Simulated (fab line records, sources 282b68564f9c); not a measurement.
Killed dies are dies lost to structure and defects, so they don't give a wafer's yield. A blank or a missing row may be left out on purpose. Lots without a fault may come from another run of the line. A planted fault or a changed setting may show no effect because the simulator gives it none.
A struck lot beside a sound one | flow rit_cmos | 17 steps out of a route of 202
Sound: wafers L845.1, L845.3, L845.6. Struck: wafers L848.1, L848.3, L848.6. The cause comes at the end.
At each step with rows: each side's tool, then ch and its chambers, then its first start. Under that, the readings that differ: sound wafers | struck wafers | difference of the means | sigmas: that difference in standard deviations of wafers without a fault.
alike: readings whose means differ by less than 2 such deviations, and words and numbers that are the same on both sides. not compared: withheld readings, readings that some wafer has no value for, bounds like >300 that may hide the same value, and numbers for which the record gives no deviation and whose values overlap.
The two part at a step that has a row with sigmas, a row that says differs or no value, or rows on one side only. Numbers that don't overlap but have no deviation are shown without sigmas and don't part them. A reading that every wafer of one side lacks parts them only if that side has two wafers or more.

RIT_NWELL_TW_MEAS_10:
  sound on film_metro-03, day 2 23:21; struck on film_metro-02, day 3 14:15
  alike: NWELL_TW
then, 6 steps without rows for these wafers: RIT_PWELL_HMDS_00 (prime time 60 s); RIT_PWELL_COAT_01 (resist thk 1300 nm); RIT_PWELL_SOFTBAKE_02 (time 60 s); RIT_PWELL_EXPOSE_03 (exposes mask M3, target cd 43700 nm); RIT_PWELL_PEB_04; RIT_PWELL_DEVELOP_05 (develop time 68 s).
RIT_PWELL_OVL_MEAS_06:
  sound on overlay-01, day 3 00:25; struck on overlay-02, day 3 15:19
  reading        | sound         | struck      | difference | sigmas
  PWELL_OVL (nm) | -0.7 -1.6 0.2 | 2.0 1.3 2.6 | +2.7       | +2
then, 2 steps without rows for these wafers: RIT_PWELL_HARDBAKE_07 (time 120 s); RIT_PWELL_IMPLANT_08.
RIT_PWELL_STRIP_09: strips in O2, time 180 s.
  sound on plasma_asher-02 ch 0,1, day 3 00:52; struck on plasma_asher-02 ch 0,1, day 3 15:46
  alike: drypump_motor_current_A
  not compared: rf_hours_counter_h
RIT_PWELL_TW_MEAS_10:
  sound on film_metro-04, day 3 01:02; struck on film_metro-04, day 3 15:56
  alike: PWELL_TW
RIT_WELLDRIVE_ANNEAL_00: time 14700 s.
  sound on furnace-03 ch 0, day 3 01:05; struck on furnace-03 ch 0, day 3 15:59
  reading          | sound             | struck            | difference | sigmas
  run_length_s (s) | 18278 18278 18278 | 23433 23433 23433 | +5155      | +99 or more
  alike: zone_power_source_pct
RIT_WELLDRIVE_RS_MEAS_01: measures by four-point-probe.
  sound on film_metro-03, day 3 06:10; struck on film_metro-04, day 3 21:04
  reading           | sound             | struck            | difference | sigmas
  NWELL_RS (ohm/sq) | 276.2 275.8 276.2 | 260.8 259.9 260.2 | -15.8      | -22
RIT_WELLDRIVE_RS_MEAS_02: measures by four-point-probe.
  sound on film_metro-03, day 3 06:17; struck on film_metro-04, day 3 21:11
  reading           | sound             | struck            | difference | sigmas
  PWELL_RS (ohm/sq) | 428.8 428.9 429.3 | 410.6 410.6 410.8 | -18.3      | -14
then, 1 step without rows for these wafers: RIT_NRETRO_HMDS_00 (prime time 60 s).
RIT_M1_PROBE_99:
  the record has rows for the struck wafers here (prober-01, day 5 04:28) and none for the sound ones

WHERE THEY PART
First at RIT_PWELL_OVL_MEAS_06; last, within this record, at RIT_M1_PROBE_99.

WHY: what the simulator had put in
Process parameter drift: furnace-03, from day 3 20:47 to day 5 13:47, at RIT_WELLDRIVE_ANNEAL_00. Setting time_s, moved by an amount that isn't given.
